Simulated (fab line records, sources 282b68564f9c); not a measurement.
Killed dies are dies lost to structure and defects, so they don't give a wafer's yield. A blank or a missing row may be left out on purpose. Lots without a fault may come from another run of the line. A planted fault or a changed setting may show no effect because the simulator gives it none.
fab line records | flow rit_cmos
record lots=7 wafers=21 last_day=7
route steps=202 shown ACTIVE@1 M1@202
lots that met no fault: from a run of the same line without faults
start_h: hours from the record's first day to the start of the lot's first wafer shown | wait_h: hours since the lot's step before | " the same as in the row above | L1.1+2: a row that stands for several wafers | - no value, or no start given | * or withheld: withheld | < > ~ a bound
route shown NAME@n: a module of which the file shows steps, and the number in the route of the first | usual: mean/standard deviation of fault-free wafers | same: alike in all rows | chamber/n: place in a boat | sites: the reading at each site | _std_site: their standard deviation | _edge_site: outer sites' mean less inner sites' | radius_mm: how far each site lies from the wafer's centre | mask NAME#n: copy n | behind: the tool/chamber that last shaped the wafer | hold: why the lot was held/for how many hours/how that ended | device: the transistor (n, p or np) that didn't switch | end of line: the same wafers' tests at the end of the route | a step without rows: its recipe alone | killed: dies lost to structure and defects at the first sort, not the wafer's yield | map: a wafer's dies, x killed, . not, _ none there
set.NAME: the setting as run; set.NAME@STEP: as run at that earlier step | model.NAME: the simulator's own value behind a step, which no gauge read
lots at some steps of the route; a table a step, a row a wafer
services: from which hour (start_h, from the record's first day; less than 0 if before it) a tool's chamber was out of use, for how many hours, and why
## steps
# step RIT_ACTIVE_BOW_MEAS_00
# recipe mode=bow
# usual INCOMING_BOW=-1/6.7
# columns lot.wafer tool chamber start_h wait_h INCOMING_BOW[um]
L224.1 film_metro-01 - 15.00 - 5
L224.2 " - " " -12
L224.6 " - " " 10
L229.1 film_metro-03 - 40.00 - 2
L229.5 " - " " 0
L229.6 " - " " 3
L230.1 film_metro-03 - 45.00 - -6
L230.2 " - " " -4
L230.4 " - " " 3
L231.1 film_metro-01 - 50.00 - -11
L231.2 " - " " 4
L231.5 " - " " -1
L233.1 film_metro-02 - 60.00 - -23
L233.2 " - " " -6
L233.3 " - " " 4
L244.2 film_metro-01 - 115.02 - -3
L244.3 " - " " 5
L244.4 " - " " -5
L245.1 film_metro-01 - 120.00 - 13
L245.2 " - " " 1
L245.3 " - " " -9
# step RIT_ACTIVE_OXIDATION_01
# recipe temp_c=1000 ambient=O2 target_thk_a=468 ox_time_s=3360
# step RIT_ACTIVE_THK_MEAS_02
# recipe reads=SiO2_of_ACTIVE_OXIDATION_01
# usual ACTIVE_OXIDE_THK=47.1/0.67
# columns lot.wafer tool chamber start_h wait_h ACTIVE_OXIDE_THK[nm]
L224.1 film_metro-01 - 17.46 0.0 46.7
L224.2 " - " " 46.3
L224.6 " - " " 47.5
L229.1 film_metro-03 - 44.42 0.0 46.8
L229.5 " - " " 46.8
L229.6 " - " " 47.0
L230.1 film_metro-02 - 47.70 0.0 48.4
L230.2 " - " " 47.7
L230.4 " - " " 48.9
L231.1 film_metro-01 - 52.76 0.0 46.7
L231.2 " - " " 46.5
L231.5 " - " " 46.3
L233.1 film_metro-03 - 62.32 0.0 47.8
L233.2 " - " " 47.9
L233.3 " - " " 48.0
L244.2 film_metro-03 - 117.25 0.0 46.3
L244.3 " - " " 47.1
L244.4 " - " " 46.9
L245.1 film_metro-01 - 123.86 0.0 46.2
L245.2 " - " " 47.0
L245.3 " - " " 46.7
# step RIT_ACTIVE_CVD_03
# recipe material=Si3N4 target_thk_nm=150 temp_c=810 precursor=SiH2Cl2/NH3 time_s=1500 pressure_mtorr=300 sih2cl2_flow_sccm=60 nh3_flow_sccm=150
# step RIT_ACTIVE_THK_MEAS_04
# recipe reads=Si3N4_of_ACTIVE_CVD_03
# usual ACTIVE_NITRIDE_THK=149.6/1.3
# columns lot.wafer tool chamber start_h wait_h ACTIVE_NITRIDE_THK[nm]
L224.1 film_metro-02 - 18.94 0.0 149.4
L224.2 " - " " 150.4
L224.6 " - " " 151.4
L229.1 film_metro-03 - 45.90 0.0 149.5
L229.5 " - " " 148.8
L229.6 " - " " 148.8
L230.1 film_metro-03 - 49.18 0.0 150.7
L230.2 " - " " 150.9
L230.4 " - " " 151.1
L231.1 film_metro-03 - 54.23 0.0 151.4
L231.2 " - " " 151.9
L231.5 " - " " 150.7
L233.1 film_metro-03 - 63.80 0.0 149.6
L233.2 " - " " 148.5
L233.3 " - " " 149.3
L244.2 film_metro-01 - 118.73 0.0 149.1
L244.3 " - " " 149.9
L244.4 " - " " 148.5
L245.1 film_metro-02 - 125.34 0.0 152.5
L245.2 " - " " 152.3
L245.3 " - " " 152.7
# step RIT_ACTIVE_HMDS_05
# recipe prime_time_s=60 prime_temp_c=140
# step RIT_ACTIVE_COAT_06
# recipe resist=NOVOLAK spin_rpm=3210 resist_thk_nm=1000
# step RIT_ACTIVE_SOFTBAKE_07
# recipe resist=NOVOLAK temp_c=90 time_s=60
# step RIT_ACTIVE_EXPOSE_08
# recipe mask_id=M1 na=0.6 source_shape=conventional sigma_outer=0.6 target_cd_nm=1400 dose_mj=225
# step RIT_ACTIVE_PEB_09
# recipe resist=NOVOLAK temp_c=withheld time_s=withheld
# step RIT_ACTIVE_DEVELOP_10
# recipe resist=NOVOLAK develop_time_s=50 dev_temp_c=23
# columns lot.wafer tool chamber start_h wait_h
L224.1+2+6 litho_track-01 0 19 -
L229.1+5+6 litho_track-01 0 46 -
L230.1+2+4 litho_track-01 0 50 -
L231.1+2+5 litho_track-01 0 55 -
L233.1+2+3 litho_track-03 0 64 -
L244.2+3+4 litho_track-02 0 119 -
L245.1+2+3 litho_track-02 0 126 -
# step RIT_ACTIVE_HARDBAKE_12
# recipe resist=NOVOLAK temp_c=140 time_s=60
# step RIT_ACTIVE_ETCH_13
# recipe stop_on=SiO2 chemistry=SF6 target=Si3N4 time_s=210 over_etch_frac=0.3836 SF6_flow_sccm=200 pressure_mtorr=260 rf_w=125 target_depth_a=2100
# usual drypump_motor_current_A=5.7/0.52 oes_product_au=0.822/0.014 throttle_valve_pct=7.53/0.15
# same over_etch_frac=0.3836
# columns lot.wafer tool chamber start_h wait_h drypump_motor_current_A oes_product_au rf_hours_counter_h throttle_valve_pct
L224.1 rie_diel-01 0 20.12 0.1 6.0 0.851 121 7.68
L224.2 " 2 " " 6.0 0.805 3 7.38
L224.6 " 1 " " 4.8 0.864 - 7.38
L229.1 rie_diel-04 1 47.21 0.1 5.3 0.811 8 7.70
L229.5 " 0 " " 6.0 0.805 - 7.38
L229.6 " 3 " " 5.1 0.818 - 7.43
L230.1 rie_diel-01 0 50.49 0.1 5.9 0.848 122 7.68
L230.2 " 1 " " 4.8 0.843 34 7.36
L230.4 " 2 " " 6.0 0.809 4 7.38
L231.1 rie_diel-04 1 55.41 0.1 5.3 0.820 8 7.71
L231.2 " 2 " " 6.1 0.832 14 7.49
L231.5 " 1 " " 5.3 0.812 - 7.70
L233.1 rie_diel-04 0 65.10 0.1 6.1 0.811 16 7.37
L233.2 " 1 " " 5.3 0.811 8 7.71
L233.3 " 3 " " 5.1 0.819 55 7.45
L244.2 rie_diel-04 0 119.92 0.1 6.1 0.802 17 7.39
L244.3 " 3 " " 5.1 0.823 56 7.44
L244.4 " 2 " " 6.1 0.828 15 7.46
L245.1 rie_diel-02 1 126.80 0.1 5.9 0.840 125 7.78
L245.2 " 3 " " 6.0 0.821 53 7.42
L245.3 " 2 " " 6.7 0.835 130 7.70
# step RIT_ACTIVE_STRIP_14
# recipe chemistry=O2 time_s=180 resist=NOVOLAK platen_temp_c=withheld power_w=500 pressure_mtorr=4000 o2_flow_sccm=4000
# usual drypump_motor_current_A=5.6/0.6
# columns lot.wafer tool chamber start_h wait_h drypump_motor_current_A rf_hours_counter_h
L224.1 plasma_asher-04 0 20.25 0.1 5.9 39
L224.2 " 1 " " 5.2 39
L224.6 " 1 " " 5.2 -
L229.1 plasma_asher-02 1 47.34 0.1 6.4 40
L229.5 " 0 " " 4.6 -
L229.6 " 1 " " 6.4 -
L230.1 plasma_asher-03 1 50.62 0.1 5.1 25
L230.2 " 0 " " 6.1 25
L230.4 " 0 " " 6.1 -
L231.1 plasma_asher-03 1 55.55 0.1 5.1 25
L231.2 " 0 " " 6.1 25
L231.5 " 1 " " 5.1 -
L233.1 plasma_asher-04 0 65.24 0.1 5.9 43
L233.2 " 1 " " 5.2 43
L233.3 " 1 " " 5.2 -
L244.2 plasma_asher-02 1 120.06 0.1 6.4 0
L244.3 " 1 " " 6.4 -
L244.4 " 0 " " 4.6 -
L245.1 plasma_asher-02 0 126.94 0.1 4.6 1
L245.2 " 1 " " 6.4 1
L245.3 " 0 " " 4.6 -
# step RIT_ACTIVE_CLEAN_15
# recipe chemistry=SC1 mix=3:3:50 time_s=600 temp_c=75
# step RIT_ACTIVE_CLEAN_16
# recipe chemistry=dHF dilution=50:1 time_s=30
# step RIT_ACTIVE_CLEAN_17
# recipe chemistry=SC2 mix=3:3:50 time_s=600 temp_c=75 dry=n2_spin
# step RIT_M1_PROBE_99
# usual killed_at_contacts=0.1/0.23 killed_at_front_end=6/3.2 killed_dies=7/3.2 killed_on_rim=1.7/1.4 killed_open=3.4/1.8 killed_short=3.2/2.3
# same gross_dies=264 killed_at_M0_to_M3=0 killed_at_M4_up=0 killed_at_back_side=0 killed_at_other=0
# columns lot.wafer tool chamber start_h wait_h killed_at_contacts killed_at_front_end killed_dies killed_on_rim killed_open killed_short
L224.1 prober-02 - 63.65 0.1 0 8 8 1 4 4
L224.2 prober-02 - 63.70 0.1 0 7 7 2 3 4
L224.6 prober-02 - 63.90 0.2 0 10 10 3 4 6
L229.1 prober-01 - 92.10 0.1 0 222 222 55 2 2
L229.5 prober-01 - 92.30 0.2 0 212 212 55 2 5
L229.6 prober-01 - 92.35 0.2 0 206 206 51 1 2
L230.1 prober-02 - 93.95 0.1 0 210 210 54 3 2
L230.2 prober-02 - 94.00 0.1 1 221 222 57 6 4
L230.4 prober-02 - 94.10 0.2 1 204 205 49 4 6
L231.1 prober-01 - 98.89 0.1 0 159 159 39 2 1
L231.2 prober-01 - 98.94 0.1 0 142 142 40 3 0
L231.5 prober-01 - 99.09 0.2 0 168 168 48 3 1
L244.2 prober-02 - 167.32 0.1 0 6 6 1 3 3
L244.3 prober-02 - 167.37 0.2 0 20 20 6 8 12
L244.4 prober-02 - 167.42 0.2 0 5 5 0 3 2
L245.1 prober-01 - 173.30 0.1 0 9 9 4 2 7
L245.2 prober-01 - 173.35 0.1 0 2 2 1 2 0
L245.3 prober-01 - 173.40 0.2 0 4 4 0 2 2
# killed by level:class
L224.1 FOX1:geometric_particle:short=3 ACTIVE:geometric_particle:open=1 GATE:geometric_particle:open=1 REOX:geometric_particle:open=1 SPACER:geometric_particle:short=1 SILICIDE:geometric_particle:open=1
L224.2 GATE:geometric_particle:open=2 FOX1:geometric_particle:short=1 FOX2:geometric_particle:short=1 FOX2:geometric_particle:open=1 GATE:geometric_particle:short=1 REOX:geometric_particle:short=1
L224.6 GATE:geometric_particle:short=2 ACTIVE:geometric_particle:short=1 FOX1:geometric_particle:short=1 GATE:geometric_particle:open=1 REOX:geometric_particle:open=1 REOX:geometric_particle:short=1 SPACER:geometric_particle:open=1 SILICIDE:geometric_particle:open=1
L229.1 ACTIVE:area_develop=218 FOX2:geometric_particle:short=1 GATE:geometric_particle:short=1 REOX:geometric_particle:open=1 SPACER:geometric_particle:open=1
L229.5 ACTIVE:area_develop=205 GATE:geometric_particle:short=3 FOX1:geometric_particle:short=1 GATE:geometric_particle:open=1 SILICIDE:geometric_particle:open=1 SILICIDE:geometric_particle:short=1
L229.6 ACTIVE:area_develop=203 FOX1:geometric_particle:short=1 GATE:geometric_particle:open=1 GATE:geometric_particle:short=1
L230.1 ACTIVE:area_develop=205 GATE:geometric_particle:open=2 GATE:geometric_particle:short=1 SPACER:geometric_particle:short=1 SILICIDE:geometric_particle:open=1
L230.2 ACTIVE:area_develop=212 FOX2:geometric_particle:short=2 FOX1:geometric_particle:short=1 FOX1:geometric_particle:open=1 FOX2:geometric_particle:open=1 GATE:geometric_particle:open=1 REOX:geometric_particle:short=1 SPACER:geometric_particle:open=1
L230.4 ACTIVE:area_develop=195 FOX1:geometric_particle:short=3 FOX1:geometric_particle:open=1 FOX2:geometric_particle:open=1 GATE:geometric_particle:short=1 REOX:geometric_particle:short=1 REOX:geometric_particle:open=1 SILICIDE:geometric_particle:short=1
L231.1 ACTIVE:area_develop=156 GATE:geometric_particle:open=2 SPACER:geometric_particle:short=1
L231.2 ACTIVE:area_develop=139 GATE:geometric_particle:open=1 SPACER:geometric_particle:open=1 SILICIDE:geometric_particle:open=1
L231.5 ACTIVE:area_develop=164 GATE:geometric_particle:open=2 FOX2:geometric_particle:open=1 GATE:geometric_particle:short=1
L244.2 GATE:geometric_particle:open=2 SILICIDE:geometric_particle:short=2 FOX2:geometric_particle:open=1 SPACER:geometric_particle:short=1
L244.3 GATE:geometric_particle:short=7 GATE:geometric_particle:open=6 REOX:geometric_particle:short=2 ACTIVE:geometric_particle:short=1 FOX1:geometric_particle:short=1 FOX2:geometric_particle:short=1 REOX:geometric_particle:open=1 SILICIDE:geometric_particle:open=1
L244.4 GATE:geometric_particle:short=2 REOX:geometric_particle:open=2 FOX2:geometric_particle:open=1
L245.1 GATE:geometric_particle:short=5 FOX1:geometric_particle:short=1 GATE:geometric_particle:open=1 REOX:geometric_particle:short=1 SILICIDE:geometric_particle:open=1
L245.2 GATE:geometric_particle:open=1 REOX:geometric_particle:open=1
L245.3 FOX1:geometric_particle:open=1 GATE:geometric_particle:short=1 SPACER:geometric_particle:open=1 SPACER:geometric_particle:short=1
# map L229.1 (x killed, . not)
________xxxxxxx_______
_____xxxxxxxxxxxxx____
____xxxxxxxxxxxxxxx___
___xxxxxxxxxxxxxx.xx__
__xxxxxxxxxxxxxxxxxxx_
__xxxxxxxxxxxxxxxx.xx_
_xxxxxxxxxxxx.xxxxxxxx
_xxxxxxxxxxxxxxx.xxx..
_xxxxxxxxxxxxx..xxxxx.
_x.xxxxxx.xx..xxx.xxx.
__xxxxxxxxxxx...xx.xx_
__xxxxxxxxxxx.xx...x._
___x.xx...xxx..xx.xx__
____xxx.xxxxx.xxx..___
_____xxx.xxxxxxx..____
________xx...x._______
# map L230.2 (x killed, . not)
________xxxxxxx_______
_____xxxxxxxxxxxxx____
____xxxxxxxxxxxxxxx___
___xxxxxxxxxxxxxxxxx__
__xxxxxxxxxxxxx.xxxx._
__xxxxxxxxxxx.xx.xxxx_
_xxxxxxxx.xxxxxxxxxxxx
_xxxxxxxxxxxxxxxx.xx..
_xxxxxxxxxxxxx.xx..x.x
_xxxxxxxxxxxxxxxxxxx..
__xxxxxxxxxx.xx..xxxx_
__xxxxxx..xx...x.xxx._
___xxxxxx.xx...x.xxx__
____xxxxx.x.x.x.x.x___
_____..x.xxxx.x..x____
________xxx.xx._______
## services
# columns tool chamber start_h hours kind
rie_diel-04 3 8.24 33.4 repair
rie_diel-02 - 18.54 14.6 pm
rie_diel-04 0 40.23 6.9 repair
rie_diel-02 1 43.86 9.4 repair
plasma_asher-04 - 52.09 2.0 repair
plasma_asher-04 - 81.01 2.8 pm
rie_diel-04 0 81.76 17.9 repair
rie_diel-02 0 87.69 5.5 repair
rie_diel-01 - 92.12 0.7 repair
plasma_asher-02 - 108.75 9.0 pm
plasma_asher-02 0 108.75 9.0 vent_cycle
plasma_asher-02 1 108.75 9.0 vent_cycle
plasma_asher-03 - 111.20 2.5 repair
rie_diel-01 - 115.59 14.6 pm
plasma_asher-02 0 117.75 - clean
plasma_asher-02 1 117.75 - clean
rie_diel-02 0 125.95 1.6 repair
## key
first_sign step=RIT_M1_PROBE_99 reading=killed_at_front_end direction=up sigmas=59 usual=6 struck=194
effect step=RIT_M1_PROBE_99 reading=killed_dies direction=up sigmas=59 usual=7 struck=194
more_kills_born_at RIT_ACTIVE_DEVELOP_10@litho_track-01=1697
met_at RIT_ACTIVE_DEVELOP_10
struck_wafers L229.1,L229.5,L229.6,L230.1,L230.2,L230.4,L231.1,L231.2,L231.5
later_rows_left_out L229.1,L229.5,L229.6,L230.1,L230.2,L230.4,L231.1,L231.2,L231.5
tester_left_out L229,L230,L231
loop_trim step=RIT_ACTIVE_EXPOSE_08 setting=dose lots=L231
onset_between 19 46
fault kind=process_parameter_drift tool=litho_track-01 chamber=- onset_h=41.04 steps=RIT_ACTIVE_DEVELOP_10 channel=develop_time_s offset=* shape=step end_h=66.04 acts_in=* stated=*
# tester_left_out: of these lots the tester's yield and bins aren't shown, on N5 and GAA mostly nor the transistor test; their killed dies are dies lost to structure and defects alone, not to doping, threshold or leakage, so they don't give the yield
# later_rows_left_out: the simulator's readings of these wafers behind a module that went badly wrong aren't trusted and aren't shown, but for the sort
# loop_trim: a control loop set the setting to another value than it would have without faults
